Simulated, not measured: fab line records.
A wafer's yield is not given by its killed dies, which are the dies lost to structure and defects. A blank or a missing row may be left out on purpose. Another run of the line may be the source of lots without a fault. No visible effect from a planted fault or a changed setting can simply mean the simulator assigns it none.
Split-lot experiment / flow berkeley cmos170 / 27 wafers read from 5 lots, route of 331 steps

## ON THE SPLIT
At UCB170_V2_ETCH_14 (etches SiO2 in CHF3/CF4/Ar, stops on Al, target depth 1250 nm, time 291 s), the setting time s was moved away from the recipe's 291 s on 12 of the 27 wafers read, by -17.3% to +47.4%. This setting was run at the recipe's value on the other wafers.

The reading comes from the split's own step.

## THE READING
V2.feature depth nm (the simulator's own value, which no gauge read), in nm, at UCB170_V2_ETCH_14 (etches SiO2 in CHF3/CF4/Ar, stops on Al, target depth 1250 nm, time 291 s). The file does not state a usual value for it. Here, 15 wafers ran the recipe; their average is 1000.5 nm with a standard deviation of 1.2 nm.

wafer=L077.1; tool, chamber at the split=rie diel-02, 1; time s as run, s=291; against the recipe=recipe; V2.feature depth nm, nm=1002; against lot-mates on the recipe=-
wafer=L077.2; tool, chamber at the split=rie diel-02, 3; time s as run, s=291; against the recipe=recipe; V2.feature depth nm, nm=1002; against lot-mates on the recipe=-
wafer=L077.3; tool, chamber at the split=rie diel-02, 2; time s as run, s=428.9; against the recipe=+47.4%; V2.feature depth nm, nm=1016; against lot-mates on the recipe=+14.0
wafer=L077.4; tool, chamber at the split=rie diel-02, 0; time s as run, s=428.9; against the recipe=+47.4%; V2.feature depth nm, nm=1016; against lot-mates on the recipe=+14.0
wafer=L077.5; tool, chamber at the split=rie diel-02, 1; time s as run, s=428.9; against the recipe=+47.4%; V2.feature depth nm, nm=1018; against lot-mates on the recipe=+16.0
wafer=L077.6; tool, chamber at the split=rie diel-02, 0; time s as run, s=291; against the recipe=recipe; V2.feature depth nm, nm=1002; against lot-mates on the recipe=-
wafer=L078.1; tool, chamber at the split=rie diel-02, 1; time s as run, s=240.7; against the recipe=-17.3%; V2.feature depth nm, nm=998.6; against lot-mates on the recipe=-0.2
wafer=L078.2; tool, chamber at the split=rie diel-02, 3; time s as run, s=291; against the recipe=recipe; V2.feature depth nm, nm=999.7; against lot-mates on the recipe=-
wafer=L078.3; tool, chamber at the split=rie diel-02, 2; time s as run, s=240.7; against the recipe=-17.3%; V2.feature depth nm, nm=998.7; against lot-mates on the recipe=-0.1
wafer=L078.4; tool, chamber at the split=rie diel-02, 0; time s as run, s=291; against the recipe=recipe; V2.feature depth nm, nm=997.9; against lot-mates on the recipe=-
wafer=L078.5; tool, chamber at the split=rie diel-02, 0; time s as run, s=291; against the recipe=recipe; V2.feature depth nm, nm=998.9; against lot-mates on the recipe=-
wafer=L078.6; tool, chamber at the split=rie diel-02, 3; time s as run, s=240.7; against the recipe=-17.3%; V2.feature depth nm, nm=999.3; against lot-mates on the recipe=+0.5
wafer=L080.1; tool, chamber at the split=rie diel-02, 0; time s as run, s=291; against the recipe=recipe; V2.feature depth nm, nm=1001; against lot-mates on the recipe=-
wafer=L080.2; tool, chamber at the split=rie diel-02, 2; time s as run, s=391.4; against the recipe=+34.5%; V2.feature depth nm, nm=1010; against lot-mates on the recipe=+10.1
wafer=L080.3; tool, chamber at the split=rie diel-02, 3; time s as run, s=291; against the recipe=recipe; V2.feature depth nm, nm=999.1; against lot-mates on the recipe=-
wafer=L080.4; tool, chamber at the split=rie diel-02, 1; time s as run, s=391.4; against the recipe=+34.5%; V2.feature depth nm, nm=1011; against lot-mates on the recipe=+11.1
wafer=L080.5; tool, chamber at the split=rie diel-02, 0; time s as run, s=291; against the recipe=recipe; V2.feature depth nm, nm=999.6; against lot-mates on the recipe=-
wafer=L080.6; tool, chamber at the split=rie diel-02, 3; time s as run, s=391.4; against the recipe=+34.5%; V2.feature depth nm, nm=1012; against lot-mates on the recipe=+12.1
wafer=L081.2; tool, chamber at the split=rie diel-02, 1; time s as run, s=291; against the recipe=recipe; V2.feature depth nm, nm=1001; against lot-mates on the recipe=-
wafer=L081.3; tool, chamber at the split=rie diel-02, 3; time s as run, s=291; against the recipe=recipe; V2.feature depth nm, nm=999.9; against lot-mates on the recipe=-
wafer=L081.5; tool, chamber at the split=rie diel-02, 2; time s as run, s=291; against the recipe=recipe; V2.feature depth nm, nm=1000; against lot-mates on the recipe=-
wafer=L084.1; tool, chamber at the split=rie diel-03, 0; time s as run, s=394.5; against the recipe=+35.6%; V2.feature depth nm, nm=1012; against lot-mates on the recipe=+10.7
wafer=L084.2; tool, chamber at the split=rie diel-03, 3; time s as run, s=291; against the recipe=recipe; V2.feature depth nm, nm=1001; against lot-mates on the recipe=-
wafer=L084.3; tool, chamber at the split=rie diel-03, 3; time s as run, s=291; against the recipe=recipe; V2.feature depth nm, nm=1001; against lot-mates on the recipe=-
wafer=L084.4; tool, chamber at the split=rie diel-03, 0; time s as run, s=394.5; against the recipe=+35.6%; V2.feature depth nm, nm=1011; against lot-mates on the recipe=+9.7
wafer=L084.5; tool, chamber at the split=rie diel-03, 3; time s as run, s=394.5; against the recipe=+35.6%; V2.feature depth nm, nm=1010; against lot-mates on the recipe=+8.7
wafer=L084.6; tool, chamber at the split=rie diel-03, 0; time s as run, s=291; against the recipe=recipe; V2.feature depth nm, nm=1002; against lot-mates on the recipe=-

THE FIT
A straight line over all 27 wafers: V2.feature depth nm changes by +0.292 nm for each +1% of time s; r = +0.97; the points scatter about the line by 1.7 nm.
The same after taking each lot's own level away (the mean of its wafers on the recipe; 27 wafers): +0.264 nm for each +1%; r = +0.96; scatter 1.7 nm.
The reading moves by 13 nm for the largest change in time s, on that fit.
The span of the lots' own levels, 998.83 to 1002.00 nm, comes to 2.5 times the standard deviation stated above.
In other words, the slope is changed by the lot-to-lot level; the two fits disagree.
Check: for one of the wafers moved furthest among these (+47.4%), held out of the fit, the line's prediction against its lot-mates is +13.4 nm. Against them it came out at +14 nm.

## THE WHOLE CHAIN: every reading that the file lists as answering this split, in the file's order
step=UCB170_V2_ETCH_14; what it does=etches SiO2 in CHF3/CF4/Ar, stops on Al, target depth 1250 nm, time 291 s; reading=KrF_of_V2_COAT_07.thk nm (the simulator's own value, which no gauge read); change (the file's fit)=-2.84 nm for each +1% of the setting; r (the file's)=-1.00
step=UCB170_V2_ETCH_14; what it does=etches SiO2 in CHF3/CF4/Ar, stops on Al, target depth 1250 nm, time 291 s; reading=V2.feature depth nm (the simulator's own value, which no gauge read); change (the file's fit)=+0.285 nm for each +1% of the setting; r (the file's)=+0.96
step=UCB170_V2_STRIP_15; what it does=strips in O2; reading=strip time to endpoint s; change (the file's fit)=withheld for each +1% of the setting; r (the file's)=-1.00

## FILE'S OWN FIT
V2.feature depth nm changes by +0.285 nm for each +1% of time s, r = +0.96.
